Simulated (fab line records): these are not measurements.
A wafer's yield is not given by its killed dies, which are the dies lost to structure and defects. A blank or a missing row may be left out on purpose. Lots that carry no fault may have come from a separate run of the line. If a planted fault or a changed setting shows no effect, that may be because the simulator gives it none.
fab line records	flow rit-cmos	part 1 of 2: steps 1 to 30 of 42
[record] lots = 5	wafers = 15	last-day = 6
route steps=202 shown PSD@147 SDANNEAL@153 NSD@158 PLDD@159 NLDD@160 SILICIDE@161 CONTACT@168 M1@184
lots untouched by any fault: they come from a run of this same line in which no faults occurred
start-h: hours from the record's first day to the start of the lot's first wafer shown	wait-h: hours from the lot's prior step to this one	" unchanged from the row above	L1.1+2: several wafers, shown together as one row	- no value, or no start was given	* or withheld: withheld	< > ~ a bound
route shown NAME@n: NAME is a module with steps in the file, n the number in the route of the first one	usual: mean/standard deviation of fault-free wafers	same: alike in all rows	chamber/n: place in a boat	sites: per-site readings	_std_site: the standard deviation of these	_edge_site: the outer-site mean with the inner-site mean subtracted	radius-mm: how far each site lies from the wafer's centre	mask NAME#n: copy n	behind: the tool/chamber that last shaped the wafer	hold: the reason the lot was held/the length of the hold in hours/how it ended	device: the transistor (n, p or np) that didn't switch	end of line: the tests these same wafers got at the end of their route	where a step has no rows: the recipe by itself	killed: dies lost to structure and defects at the first sort, not the wafer's yield	map: the dies of a wafer, with x for killed, . for not killed, _ for no die there
set.NAME: the setting that was run; set.NAME@STEP: the one run at that earlier step	model.NAME: the simulator's own value behind a step, which no gauge read
lots at some steps of the route; a table a step, a row a wafer
services: when a tool's chamber went out of use (start-h, in hours from the record's first day, below 0 if earlier), for how many hours, and the reason
[[steps]]
[step RIT_PSD_DEVELOP_05]
[recipe] resist = NOVOLAK	develop-time-s = 50	dev-temp-c = 23
lot.wafer	tool	chamber	start-h	wait-h
L074.1+5+6	litho-track-02	0	-	-
L075.2+4+5	litho-track-03	0	-	-
L080.2+3+5	litho-track-02	0	-	-
L088.1+2+6	litho-track-01	0	-	-
L092.1+3+6	litho-track-02	0	-	-
[step RIT_PSD_OVL_MEAS_06]
[usual] PSD_OVL = 0.5/1.5
lot.wafer	tool	chamber	start-h	wait-h	PSD_OVL[nm]
L074.1	overlay-02	-	49.53	-	0.3
L074.5	"	-	"	"	1.0
L074.6	"	-	"	"	-0.5
L075.2	overlay-01	-	54.03	-	3.3
L075.4	"	-	"	"	-0.3
L075.5	"	-	"	"	-0.1
L080.2	overlay-02	-	81.10	-	-0.7
L080.3	"	-	"	"	-1.4
L080.5	"	-	"	"	0.8
L088.1	overlay-02	-	118.74	-	0.1
L088.2	"	-	"	"	-0.1
L088.6	"	-	"	"	0.1
L092.1	overlay-01	-	139.18	-	3.5
L092.3	"	-	"	"	3.0
L092.6	"	-	"	"	1.6
[step RIT_PSD_HARDBAKE_07]
[recipe] resist = NOVOLAK	temp-c = 140	time-s = 60
lot.wafer	tool	chamber	start-h	wait-h
L074.1+5+6	litho-track-03	0	49.57	0.0
L075.2+4+5	litho-track-02	0	54.08	0.0
L080.2+3+5	litho-track-01	0	81.15	0.0
L088.1+2+6	litho-track-03	0	118.78	0.0
L092.1+3+6	litho-track-01	0	139.30	0.1
[step RIT_PSD_IMPLANT_08]
[recipe] species = BF2	energy-kev = 27	dose-cm2 = 5e+15	tilt-deg = 7
[usual] dose-ions-cm2 = 5.001e+15/5.4e+12	faraday-current-uA = 11934/1300
lot.wafer	tool	chamber	start-h	wait-h	dose-ions-cm2	faraday-current-uA
L074.1	implanter-03	0	49.72	0.1	4.992e+15	10098
L074.5	"	0	"	"	5.002e+15	10413
L074.6	"	0	"	"	4.997e+15	10281
L075.2	implanter-01	0	54.23	0.1	4.998e+15	11256
L075.4	"	0	"	"	5.003e+15	11429
L075.5	"	0	"	"	4.999e+15	11672
L080.2	implanter-04	0	81.30	0.1	5.005e+15	14067
L080.3	"	0	"	"	5.002e+15	13566
L080.5	"	0	"	"	4.997e+15	13664
L088.1	implanter-04	0	118.93	0.1	5.007e+15	13450
L088.2	"	0	"	"	5.006e+15	13758
L088.6	"	0	"	"	5.003e+15	13929
L092.1	implanter-01	0	139.45	0.1	5.001e+15	11302
L092.3	"	0	"	"	5.005e+15	11602
L092.6	"	0	"	"	5.013e+15	11267
[step RIT_PSD_STRIP_09]
[recipe] chemistry = O2	time-s = 180	resist = NOVOLAK	platen-temp-c = withheld	power-w = 500	pressure-mtorr = 4000	o2-flow-sccm = 4000
[usual] drypump-motor-current-A = 5.62/0.29
lot.wafer	tool	chamber	start-h	wait-h	drypump-motor-current-A	rf-hours-counter-h
L074.1	plasma-asher-01	0	49.87	0.1	5.37	39
L074.5	"	1	"	"	6.02	-
L074.6	"	0	"	"	5.38	-
L075.2	plasma-asher-03	1	54.36	0.1	5.44	42
L075.4	"	1	"	"	5.43	-
L075.5	"	0	"	"	5.22	-
L080.2	plasma-asher-03	0	81.43	0.1	5.22	45
L080.3	"	1	"	"	5.45	-
L080.5	"	1	"	"	5.47	-
L088.1	plasma-asher-01	0	119.08	0.1	5.39	0
L088.2	"	1	"	"	6.04	0
L088.6	"	1	"	"	6.06	-
L092.1	plasma-asher-03	1	139.60	0.1	5.44	51
L092.3	"	1	"	"	5.43	-
L092.6	"	1	"	"	5.46	-
[step RIT_PSD_TW_MEAS_10]
[usual] PSD_TW = 3427/20
lot.wafer	tool	chamber	start-h	wait-h	PSD_TW
L074.1	film-metro-03	-	50.04	0.1	3411
L074.5	"	-	"	"	3396
L074.6	"	-	"	"	3427
L075.2	film-metro-04	-	54.54	0.1	3404
L075.4	"	-	"	"	3410
L075.5	"	-	"	"	3414
L080.2	film-metro-01	-	81.61	0.1	3451
L080.3	"	-	"	"	3443
L080.5	"	-	"	"	3466
L088.1	film-metro-03	-	119.26	0.1	3439
L088.2	"	-	"	"	3431
L088.6	"	-	"	"	3424
L092.1	film-metro-03	-	139.78	0.1	3423
L092.3	"	-	"	"	3413
L092.6	"	-	"	"	3395
[step RIT_SDANNEAL_CLEAN_00]
[recipe] chemistry = SC1	mix = 3:3:50	time-s = 600	temp-c = 75
lot.wafer	tool	chamber	start-h	wait-h
L074.1+5+6	wet-bench-02	3	50.10	0.1
L075.2+4+5	wet-bench-02	1	54.59	0.0
L080.2+3+5	wet-bench-02	2	81.66	0.0
L088.1+2+6	wet-bench-03	0	119.32	0.1
L092.1+3+6	wet-bench-04	3	139.84	0.1
[step RIT_SDANNEAL_CLEAN_01]
[recipe] chemistry = dHF	dilution = 50:1	time-s = 30
lot.wafer	tool	chamber	start-h	wait-h
L074.1+5+6	wet-bench-03	3	50.28	0.0
L075.2+4+5	wet-bench-03	3	54.78	0.0
L080.2+3+5	wet-bench-03	3	81.84	0.0
L088.1+2+6	wet-bench-04	0	119.49	0.0
L092.1+3+6	wet-bench-02	2	140.01	0.0
[step RIT_SDANNEAL_CLEAN_02]
[recipe] chemistry = SC2	mix = 3:3:50	time-s = 600	temp-c = 75	dry = n2-spin
lot.wafer	tool	chamber	start-h	wait-h
L074.1+5+6	wet-bench-04	2	50.31	0.0
L075.2+4+5	wet-bench-04	3	54.82	0.0
L080.2+3+5	wet-bench-02	0	81.86	0.0
L088.1+2+6	wet-bench-02	1	119.51	0.0
L092.1+3+6	wet-bench-04	3	140.03	0.0
[step RIT_SDANNEAL_RTA_03]
[recipe] temp-c = 1050	time-s = 5	idle-temp-c = 600	ramp-up-c-per-s = 342	ramp-down-c-per-s = 171	cool-to-c = 600	ambient = N2
[usual] anneal-temp-c-max = 1057.3/1.4	wafer_temp_C_max = 1053.5/1.1
lot.wafer	tool	chamber	start-h	wait-h	anneal-temp-c-max	wafer_temp_C_max
L074.1	rtp-anneal-01	0	50.50	0.0	1056.9	1056.5
L074.5	"	0	"	"	1057.6	1052.6
L074.6	"	0	"	"	1054.4	1054.9
L075.2	rtp-anneal-02	0	55.00	0.0	1057.2	1054.0
L075.4	"	0	"	"	1058.6	1053.1
L075.5	"	0	"	"	1056.3	1053.9
L080.2	rtp-anneal-01	0	82.04	0.0	1057.7	1053.8
L080.3	"	0	"	"	1057.7	1053.5
L080.5	"	0	"	"	1056.6	1053.9
L088.1	rtp-anneal-01	0	119.68	0.0	1059.9	1054.4
L088.2	"	0	"	"	1060.2	1053.6
L088.6	"	0	"	"	1056.3	1054.0
L092.1	rtp-anneal-01	0	140.20	0.0	1056.6	1052.2
L092.3	"	0	"	"	1056.0	1054.1
L092.6	"	0	"	"	1057.9	1056.4
[step RIT_SDANNEAL_RS_MEAS_04]
[recipe] thk-meas-gauge = four-point-probe
[usual] PSD_RS = 115.9/0.36
lot.wafer	tool	chamber	start-h	wait-h	PSD_RS[ohm/sq]
L074.1	film-metro-01	-	50.56	0.0	115.3
L074.5	"	-	"	"	114.9
L074.6	"	-	"	"	114.9
L075.2	film-metro-04	-	55.07	0.1	116.1
L075.4	"	-	"	"	116.2
L075.5	"	-	"	"	115.7
L080.2	film-metro-04	-	82.11	0.1	116.4
L080.3	"	-	"	"	115.7
L080.5	"	-	"	"	116.2
L088.1	film-metro-03	-	119.74	0.0	115.9
L088.2	"	-	"	"	115.9
L088.6	"	-	"	"	116.3
L092.1	film-metro-03	-	140.26	0.0	115.9
L092.3	"	-	"	"	115.7
L092.6	"	-	"	"	116.2
[step RIT_SDANNEAL_RS_MEAS_05]
[recipe] thk-meas-gauge = four-point-probe
[usual] NSD_RS = 84.5/0.34
lot.wafer	tool	chamber	start-h	wait-h	NSD_RS[ohm/sq]
L074.1	film-metro-01	-	50.68	0.1	84.6
L074.5	"	-	"	"	84.5
L074.6	"	-	"	"	84.2
L075.2	film-metro-04	-	55.19	0.1	84.9
L075.4	"	-	"	"	84.8
L075.5	"	-	"	"	85.2
L080.2	film-metro-04	-	82.23	0.1	84.9
L080.3	"	-	"	"	84.9
L080.5	"	-	"	"	85.0
L088.1	film-metro-03	-	119.86	0.1	84.3
L088.2	"	-	"	"	84.6
L088.6	"	-	"	"	84.7
L092.1	film-metro-03	-	140.38	0.1	84.5
L092.3	"	-	"	"	84.5
L092.6	"	-	"	"	84.6
[step RIT_SDANNEAL_RS_MEAS_06]
[recipe] thk-meas-gauge = four-point-probe
[usual] PLDD_RS = 178.6/0.68
lot.wafer	tool	chamber	start-h	wait-h	PLDD_RS[ohm/sq]
L074.1	film-metro-01	-	50.80	0.1	177.7
L074.5	"	-	"	"	177.8
L074.6	"	-	"	"	178.0
L075.2	film-metro-04	-	55.31	0.1	179.3
L075.4	"	-	"	"	179.1
L075.5	"	-	"	"	179.0
L080.2	film-metro-04	-	82.35	0.1	178.8
L080.3	"	-	"	"	179.0
L080.5	"	-	"	"	179.3
L088.1	film-metro-03	-	119.98	0.1	177.9
L088.2	"	-	"	"	178.5
L088.6	"	-	"	"	178.4
L092.1	film-metro-03	-	140.50	0.1	178.8
L092.3	"	-	"	"	179.2
L092.6	"	-	"	"	179.0
[step RIT_SDANNEAL_RS_MEAS_07]
[recipe] thk-meas-gauge = four-point-probe
[usual] NLDD_RS = 151.5/0.56
lot.wafer	tool	chamber	start-h	wait-h	NLDD_RS[ohm/sq]
L074.1	film-metro-01	-	50.92	0.1	151.4
L074.5	"	-	"	"	151.6
L074.6	"	-	"	"	151.4
L075.2	film-metro-04	-	55.43	0.1	152.2
L075.4	"	-	"	"	151.5
L075.5	"	-	"	"	151.6
L080.2	film-metro-04	-	82.47	0.1	151.2
L080.3	"	-	"	"	151.1
L080.5	"	-	"	"	151.3
L088.1	film-metro-03	-	120.10	0.1	151.7
L088.2	"	-	"	"	151.5
L088.6	"	-	"	"	152.2
L092.1	film-metro-03	-	140.62	0.1	150.9
L092.3	"	-	"	"	150.9
L092.6	"	-	"	"	150.7
[step RIT_SILICIDE_WET_ETCH_00]
[recipe] chemistry = BOE	target = SiO2	target-depth-nm = 14	time-s = 15	dry = n2-spin	dilution = 10:1	temp-c = 21.5
lot.wafer	tool	chamber	start-h	wait-h
L074.1+5+6	wet-bench-01	3	51.04	0.1
L075.2+4+5	wet-bench-01	3	55.53	0.1
L080.2+3+5	wet-bench-01	0	82.57	0.1
L088.1+2+6	wet-bench-01	1	120.22	0.1
L092.1+3+6	wet-bench-01	3	140.77	0.1
[step RIT_SILICIDE_SPUTTER_01]
[recipe] material = Ti	target-thk-nm = 30	power-w = 350	chamber-pressure-pa = 0.667	gas = Ar	time-s = 240	substrate-temp-c = 25
[usual] substrate-temp-c = 25.00/0.11	throttle-valve-pct = 29.7/0.87
lot.wafer	tool	chamber	start-h	wait-h	substrate-temp-c	throttle-valve-pct
L074.1	pvd-sputter-03	-	51.05	0.0	24.75	29.1
L074.5	"	-	"	"	24.81	30.9
L074.6	"	-	"	"	24.92	29.3
L075.2	pvd-sputter-04	-	55.54	0.0	25.11	29.2
L075.4	"	-	"	"	25.00	30.2
L075.5	"	-	"	"	24.95	29.3
L080.2	pvd-sputter-03	-	82.58	0.0	24.82	29.2
L080.3	"	-	"	"	25.03	28.9
L080.5	"	-	"	"	24.84	29.2
L088.1	pvd-sputter-01	-	120.23	0.0	25.01	29.0
L088.2	"	-	"	"	25.18	28.1
L088.6	"	-	"	"	24.96	28.3
L092.1	pvd-sputter-01	-	140.78	0.0	25.28	30.6
L092.3	"	-	"	"	25.17	29.8
L092.6	"	-	"	"	25.29	30.7
[step RIT_SILICIDE_RS_MEAS_02]
[recipe] thk-meas-gauge = four-point-probe	reads = Ti_of_SILICIDE_SPUTTER_01
[usual] SILICIDE_TI_RS = 48.1/0.68
lot.wafer	tool	chamber	start-h	wait-h	SILICIDE_TI_RS[ohm/sq]
L074.1	film-metro-02	-	51.20	0.1	48.0
L074.5	"	-	"	"	46.8
L074.6	"	-	"	"	48.2
L075.2	film-metro-02	-	55.71	0.1	48.2
L075.4	"	-	"	"	48.0
L075.5	"	-	"	"	48.9
L080.2	film-metro-02	-	82.75	0.1	48.8
L080.3	"	-	"	"	48.2
L080.5	"	-	"	"	48.9
L088.1	film-metro-04	-	120.38	0.1	47.2
L088.2	"	-	"	"	47.6
L088.6	"	-	"	"	47.6
L092.1	film-metro-02	-	140.93	0.1	48.4
L092.3	"	-	"	"	47.8
L092.6	"	-	"	"	48.3
[step RIT_SILICIDE_THK_MEAS_03]
[recipe] thk-meas-gauge = xrf	reads = Ti_of_SILICIDE_SPUTTER_01
[usual] SILICIDE_TI_THK = 29.1/0.34
lot.wafer	tool	chamber	start-h	wait-h	SILICIDE_TI_THK[nm]
L074.1	film-metro-02	-	51.32	0.1	29.1
L074.5	"	-	"	"	29.6
L074.6	"	-	"	"	29.1
L075.2	film-metro-02	-	55.82	0.1	29.0
L075.4	"	-	"	"	29.2
L075.5	"	-	"	"	28.8
L080.2	film-metro-02	-	82.86	0.1	28.8
L080.3	"	-	"	"	29.2
L080.5	"	-	"	"	28.8
L088.1	film-metro-04	-	120.50	0.1	29.3
L088.2	"	-	"	"	29.2
L088.6	"	-	"	"	29.2
L092.1	film-metro-02	-	141.05	0.1	29.2
L092.3	"	-	"	"	29.3
L092.6	"	-	"	"	29.1
[step RIT_SILICIDE_RTA_04]
[recipe] temp-c = 650	time-s = 10	idle-temp-c = 25	ramp-up-s = 5	ramp-down-s = 5	cool-to-c = 25	ambient = N2
[usual] anneal-temp-c-max = 654.7/0.84	wafer_temp_C_max = 652.8/0.79
lot.wafer	tool	chamber	start-h	wait-h	anneal-temp-c-max	wafer_temp_C_max
L074.1	rtp-anneal-02	0	51.38	0.1	654.7	653.9
L074.5	"	0	"	"	656.0	653.0
L074.6	"	0	"	"	653.6	652.7
L075.2	rtp-anneal-01	0	55.88	0.1	654.1	652.3
L075.4	"	0	"	"	655.1	652.5
L075.5	"	0	"	"	654.9	652.2
L080.2	rtp-anneal-02	0	82.92	0.1	656.0	654.4
L080.3	"	0	"	"	653.7	651.9
L080.5	"	0	"	"	655.1	653.8
L088.1	rtp-anneal-02	0	120.56	0.1	654.6	653.0
L088.2	"	0	"	"	654.2	655.3
L088.6	"	0	"	"	655.9	654.0
L092.1	rtp-anneal-02	0	141.11	0.1	655.1	652.9
L092.3	"	0	"	"	655.2	652.3
L092.6	"	0	"	"	655.7	653.2
[step RIT_SILICIDE_WET_ETCH_05]
[recipe] chemistry = SPM	target = Ti	temp-c = 90	time-s = 120	dry = n2-spin
lot.wafer	tool	chamber	start-h	wait-h
L074.1+5+6	wet-bench-02	3	51.45	0.1
L075.2+4+5	wet-bench-01	0	55.94	0.0
L080.2+3+5	wet-bench-02	0	82.98	0.0
L088.1+2+6	wet-bench-02	2	120.63	0.1
L092.1+3+6	wet-bench-02	3	141.18	0.1
[step RIT_SILICIDE_RTA_06]
[recipe] temp-c = 750	time-s = 10	idle-temp-c = 25	ramp-up-s = 5	ramp-down-s = 10	cool-to-c = 25	ambient = N2
[usual] anneal-temp-c-max = 755.2/0.92	wafer_temp_C_max = 753.4/0.81
lot.wafer	tool	chamber	start-h	wait-h	anneal-temp-c-max	wafer_temp_C_max
L074.1	rtp-anneal-01	0	51.49	0.0	755.2	752.8
L074.5	"	0	"	"	754.4	752.8
L074.6	"	0	"	"	755.4	753.3
L075.2	rtp-anneal-02	0	55.99	0.0	753.4	754.6
L075.4	"	0	"	"	755.2	754.0
L075.5	"	0	"	"	754.0	754.4
L080.2	rtp-anneal-01	0	83.03	0.0	755.7	753.9
L080.3	"	0	"	"	754.0	753.5
L080.5	"	0	"	"	753.6	753.1
L088.1	rtp-anneal-01	0	120.67	0.0	754.6	753.2
L088.2	"	0	"	"	754.5	752.8
L088.6	"	0	"	"	754.7	753.0
L092.1	rtp-anneal-01	0	141.22	0.0	754.6	752.9
L092.3	"	0	"	"	756.6	753.5
L092.6	"	0	"	"	755.1	752.3
[step RIT_CONTACT_CVD_00]
[recipe] material = SiO2	target-thk-nm = 400	precursor = TEOS	temp-c = 390	time-s = 61	rf-w = 400
[usual] heater-power-w = 319/61
lot.wafer	tool	chamber	start-h	wait-h	heater-power-w
L074.1	pecvd-01	1	51.56	0.1	311
L074.5	"	1	"	"	312
L074.6	"	2	"	"	253
L075.2	pecvd-02	1	56.05	0.0	402
L075.4	"	0	"	"	251
L075.5	"	1	"	"	414
L080.2	pecvd-01	0	83.09	0.0	342
L080.3	"	2	"	"	294
L080.5	"	1	"	"	295
L088.1	pecvd-01	0	120.74	0.1	331
L088.2	"	2	"	"	291
L088.6	"	2	"	"	298
L092.1	pecvd-04	2	141.29	0.1	345
L092.3	"	1	"	"	413
L092.6	"	1	"	"	440
[step RIT_CONTACT_THK_MEAS_01]
[recipe] reads = SiO2_of_CONTACT_CVD_00
[usual] CONTACT_TEOS_THK = 398/5.5
lot.wafer	tool	chamber	start-h	wait-h	CONTACT_TEOS_THK[nm]
L074.1	film-metro-04	-	51.61	0.0	399
L074.5	"	-	"	"	405
L074.6	"	-	"	"	409
L075.2	film-metro-04	-	56.11	0.0	390
L075.4	"	-	"	"	396
L075.5	"	-	"	"	398
L080.2	film-metro-01	-	83.15	0.0	391
L080.3	"	-	"	"	403
L080.5	"	-	"	"	402
L088.1	film-metro-02	-	120.79	0.0	396
L088.2	"	-	"	"	408
L088.6	"	-	"	"	409
L092.1	film-metro-01	-	141.34	0.0	392
L092.3	"	-	"	"	388
L092.6	"	-	"	"	397
[step RIT_CONTACT_HMDS_02]
[recipe] prime-time-s = 60	prime-temp-c = 140
[same] prime-time-s = 60
lot.wafer	tool	chamber	start-h	wait-h
L074.1+5+6	litho-track-02	0	51.67	0.1
L075.2+4+5	litho-track-04	0	56.18	0.1
L080.2+3+5	litho-track-02	0	83.22	0.1
L088.1+2+6	litho-track-04	0	120.85	0.1
L092.1+3+6	litho-track-04	0	141.40	0.1
[step RIT_CONTACT_COAT_03]
[recipe] resist = NOVOLAK	spin-rpm = 3250	resist-thk-nm = 1000
lot.wafer	tool	chamber	start-h	wait-h
L074.1+5+6	litho-track-02	0	51.82	0.1
L075.2+4+5	litho-track-04	0	56.33	0.1
L080.2+3+5	litho-track-02	0	83.37	0.1
L088.1+2+6	litho-track-04	0	121.00	0.1
L092.1+3+6	litho-track-04	0	141.55	0.1
[step RIT_CONTACT_SOFTBAKE_04]
[recipe] resist = NOVOLAK	temp-c = 90	time-s = 60
lot.wafer	tool	chamber	start-h	wait-h
L074.1+5+6	litho-track-02	0	51.97	0.1
L075.2+4+5	litho-track-04	0	56.48	0.1
L080.2+3+5	litho-track-02	0	83.52	0.1
L088.1+2+6	litho-track-04	0	121.15	0.1
L092.1+3+6	litho-track-04	0	141.70	0.1
[step RIT_CONTACT_EXPOSE_05]
[recipe] mask-id = M11	na = 0.6	source-shape = conventional	sigma-outer = 0.5	target-cd-nm = 1000	dose-mj = 250
[usual] exposure-dose-mJ-cm2 = 249.98/0.24	reticle-temp-C = 23.01/0.13
lot.wafer	tool	chamber	start-h	wait-h	mask	exposure-dose-mJ-cm2	reticle-temp-C
L074.1	iline-stepper-02	0	52.25	0.2	M11#0	249.31	22.99
L074.5	"	0	"	"	M11#0	249.57	23.01
L074.6	"	0	"	"	M11#0	249.74	23.14
L075.2	iline-stepper-02	0	56.63	0.1	M11#0	249.72	23.12
L075.4	"	0	"	"	M11#0	249.72	23.22
L075.5	"	0	"	"	M11#0	249.70	23.25
L080.2	iline-stepper-01	0	83.67	0.1	M11#0	249.77	23.19
L080.3	"	0	"	"	M11#0	250.34	23.24
L080.5	"	0	"	"	M11#0	250.02	23.08
L088.1	iline-stepper-02	0	121.42	0.2	M11#0	249.84	23.03
L088.2	"	0	"	"	M11#0	250.00	22.93
L088.6	"	0	"	"	M11#0	249.88	22.90
L092.1	iline-stepper-01	0	141.97	0.2	M11#0	250.14	23.05
L092.3	"	0	"	"	M11#0	249.82	22.96
L092.6	"	0	"	"	M11#0	250.12	23.18
[step RIT_CONTACT_PEB_06]
[recipe] resist = NOVOLAK	temp-c = withheld	time-s = withheld
lot.wafer	tool	chamber	start-h	wait-h
L074.1+5+6	litho-track-03	0	52.36	0.1
L075.2+4+5	litho-track-04	0	56.75	0.1
L080.2+3+5	litho-track-02	0	83.79	0.1
L088.1+2+6	litho-track-03	0	121.54	0.1
L092.1+3+6	litho-track-02	0	142.09	0.1
[step RIT_CONTACT_DEVELOP_07]
[recipe] resist = NOVOLAK	develop-time-s = 120	dev-temp-c = 23
lot.wafer	tool	chamber	start-h	wait-h
L074.1+5+6	litho-track-03	0	-	-
L075.2+4+5	litho-track-04	0	-	-
L080.2+3+5	litho-track-02	0	-	-
L088.1+2+6	litho-track-03	0	-	-
L092.1+3+6	litho-track-02	0	-	-
[step RIT_CONTACT_CD_MEAS_08]
[recipe] target-cd-nm = 1000
[usual] cd-nm = 999.9/2.4
lot.wafer	tool	chamber	start-h	wait-h	cd-nm
L074.1	cd-sem-01	-	52.76	-	997.8
L074.5	"	-	"	"	999.4
L074.6	"	-	"	"	1000.8
L075.2	cd-sem-02	-	57.14	-	1003.1
L075.4	"	-	"	"	1004.3
L075.5	"	-	"	"	1002.7
L080.2	cd-sem-02	-	84.19	-	1000.8
L080.3	"	-	"	"	1000.5
L080.5	"	-	"	"	997.8
L088.1	cd-sem-02	-	121.94	-	1002.3
L088.2	"	-	"	"	1002.5
L088.6	"	-	"	"	1000.2
L092.1	cd-sem-01	-	142.49	-	999.1
L092.3	"	-	"	"	998.2
L092.6	"	-	"	"	997.6
